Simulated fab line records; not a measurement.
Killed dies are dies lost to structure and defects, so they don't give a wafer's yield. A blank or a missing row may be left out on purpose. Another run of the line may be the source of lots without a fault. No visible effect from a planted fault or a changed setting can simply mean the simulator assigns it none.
fab line records ; flow rit_cmos
record lots=15; wafers=45; last_day=8
route steps=202 shown NWELL@31
lots that met no fault: from a run of the same line without faults
start_h: the number of hours between the record's first day and the start of the first shown wafer of the lot ; wait_h: hours elapsed since this lot's preceding step ; " as in the row above ; L1.1+2: several wafers, shown together as one row ; - no value present, or no start provided ; * or withheld: withheld ; < > ~ a bound
route shown NAME@n: NAME is a module with steps in the file, n the number in the route of the first one ; usual: mean/standard deviation taken from wafers without a fault ; same: alike in all rows ; chamber/n: place in a boat ; sites: each site's reading ; _std_site: the standard deviation of these ; _edge_site: inner sites' mean taken away from outer sites' mean ; radius_mm: how far each site lies from the wafer's centre ; mask NAME#n: copy n ; behind: the most recent tool/chamber to have shaped the wafer ; hold: cause of the lot's hold/its duration in hours/its outcome ; device: whichever transistor did not switch (one of n, p or np) ; end of line: at the end of the route, the tests of the same wafers ; step lacking rows: just its recipe ; killed: not the wafer's yield, but the dies lost to structure and defects at the first sort ; map: per-die view of a wafer (x killed, . not killed, _ where there is no die)
set.NAME: setting as actually run; set.NAME@STEP: the setting as run at that earlier step ; model.NAME: the simulator's own value behind a step, which no gauge read
steps of the route over a sample of lots; a table a step, a row a wafer
services: a tool's chamber out of use, with start hour (start_h, from the record's first day; less than 0 if before it), hours out, and reason
## steps
# step RIT_NWELL_EXPOSE_03
# recipe mask_id=M2; na=0.57; target_cd_nm=43900; dose_mj=250
# usual exposure_dose_mJ_cm2=250.03/0.24; focus_offset_nm=0.0/0.58; stage_vel_mm_s=499.97/0.25
lot.wafer;tool;chamber;start_h;wait_h;mask;exposure_dose_mJ_cm2;focus_offset_nm;stage_vel_mm_s
L514.3;iline_stepper-01;0;22.73;0.1;M2#0;250.37;-0.3;499.84
L514.5;iline_stepper-01;0;22.73;0.1;M2#0;249.64;0.1;500.03
L514.6;iline_stepper-01;0;22.73;0.1;M2#0;250.35;-0.2;499.72
L515.2;iline_stepper-02;0;28.19;0.2;M2#0;250.13;0.9;499.07
L515.4;iline_stepper-02;0;28.19;0.2;M2#0;250.57;-0.2;499.40
L515.6;iline_stepper-02;0;28.19;0.2;M2#0;250.05;0.8;499.34
L516.3;iline_stepper-01;0;31.02;0.2;M2#0;250.08;0.1;500.06
L516.5;iline_stepper-01;0;31.02;0.2;M2#0;250.46;-0.1;500.16
L516.6;iline_stepper-01;0;31.02;0.2;M2#0;250.47;1.2;500.22
L517.3;iline_stepper-02;0;36.56;0.2;M2#0;250.21;-0.3;500.05
L517.4;iline_stepper-02;0;36.56;0.2;M2#0;250.46;0.0;499.70
L517.6;iline_stepper-02;0;36.56;0.2;M2#0;250.10;-0.8;499.65
L521.2;iline_stepper-02;0;57.47;0.1;M2#0;250.05;-0.8;500.32
L521.3;iline_stepper-02;0;57.47;0.1;M2#0;250.31;0.0;499.89
L521.6;iline_stepper-02;0;57.47;0.1;M2#0;249.63;0.7;499.92
L522.1;iline_stepper-01;-;68.87;0.2;M2#0;-;-;-
L522.4;iline_stepper-01;-;68.87;0.2;M2#0;-;-;-
L522.5;iline_stepper-01;-;68.87;0.2;M2#0;-;-;-
L523.3;iline_stepper-02;-;71.66;0.2;M2#0;-;-;-
L523.5;iline_stepper-02;-;71.66;0.2;M2#0;-;-;-
L523.6;iline_stepper-02;-;71.66;0.2;M2#0;-;-;-
L524.1;iline_stepper-01;-;76.19;0.2;M2#0;-;-;-
L524.4;iline_stepper-01;-;76.19;0.2;M2#0;-;-;-
L524.6;iline_stepper-01;-;76.19;0.2;M2#0;-;-;-
L527.1;iline_stepper-02;0;89.75;0.1;M2#0;250.20;0.9;500.09
L527.2;iline_stepper-02;0;89.75;0.1;M2#0;250.18;1.3;500.03
L527.3;iline_stepper-02;0;89.75;0.1;M2#0;250.01;1.3;499.84
L532.4;iline_stepper-02;0;113.16;0.1;M2#0;249.97;0.5;500.06
L532.5;iline_stepper-02;0;113.16;0.1;M2#0;249.55;0.1;499.91
L532.6;iline_stepper-02;0;113.16;0.1;M2#0;250.16;0.5;499.82
L533.3;iline_stepper-02;0;116.24;0.1;M2#0;250.18;-0.6;500.26
L533.4;iline_stepper-02;0;116.24;0.1;M2#0;249.83;-0.3;499.80
L533.6;iline_stepper-02;0;116.24;0.1;M2#0;250.03;-0.4;500.41
L534.1;iline_stepper-01;0;122.55;0.2;M2#0;249.96;0.0;500.00
L534.2;iline_stepper-01;0;122.55;0.2;M2#0;249.61;0.2;499.77
L534.4;iline_stepper-01;0;122.55;0.2;M2#0;249.88;-0.1;499.95
L535.1;iline_stepper-01;0;127.09;0.1;M2#0;249.81;0.4;500.23
L535.2;iline_stepper-01;0;127.09;0.1;M2#0;249.75;0.2;499.82
L535.3;iline_stepper-01;0;127.09;0.1;M2#0;249.82;0.2;500.18
L536.1;iline_stepper-01;0;132.24;0.1;M2#0;249.94;-0.2;500.07
L536.5;iline_stepper-01;0;132.24;0.1;M2#0;250.17;0.5;499.45
L536.6;iline_stepper-01;0;132.24;0.1;M2#0;250.04;0.1;500.19
L537.1;iline_stepper-02;0;135.61;0.2;M2#0;249.64;0.5;499.96
L537.2;iline_stepper-02;0;135.61;0.2;M2#0;249.54;-0.4;500.22
L537.6;iline_stepper-02;0;135.61;0.2;M2#0;250.03;-0.4;499.92
## services
tool;chamber;start_h;hours;kind
iline_stepper-01;-;6.52;1.7;pm
iline_stepper-01;0;54.26;-;calibration
iline_stepper-01;-;107.67;2.1;pm
iline_stepper-01;-;109.76;-;consumable_replace:lamp
iline_stepper-01;-;117.13;4.4;pm
iline_stepper-02;0;134.74;-;calibration
## key
first_sign step=RIT_NWELL_EXPOSE_03; reading=tool_record; direction=missing
effect none on later readings
met_at RIT_NWELL_EXPOSE_03
struck_lots L522,L523,L524
sort_left_out L522.1,L522.4,L522.5,L523.3,L523.5,L523.6,L524.1,L524.4,L524.6
tester_left_out L522,L523,L524
onset_between 57.47 68.87
fault kind=skipped_step_whole; tool=iline_stepper-01,iline_stepper-02; chamber=-; onset_h=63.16; steps=RIT_NWELL_EXPOSE_03; scope=struck_lots_only
# tester_left_out: of these lots the tester's yield and bins aren't shown, on N5 and GAA mostly nor the transistor test; their killed dies are dies lost to structure and defects alone, not to doping, threshold or leakage, so they don't give the yield
# sort_left_out: the simulated sort isn't trusted on such a fault, so these wafers' sort isn't shown, and their yield isn't known
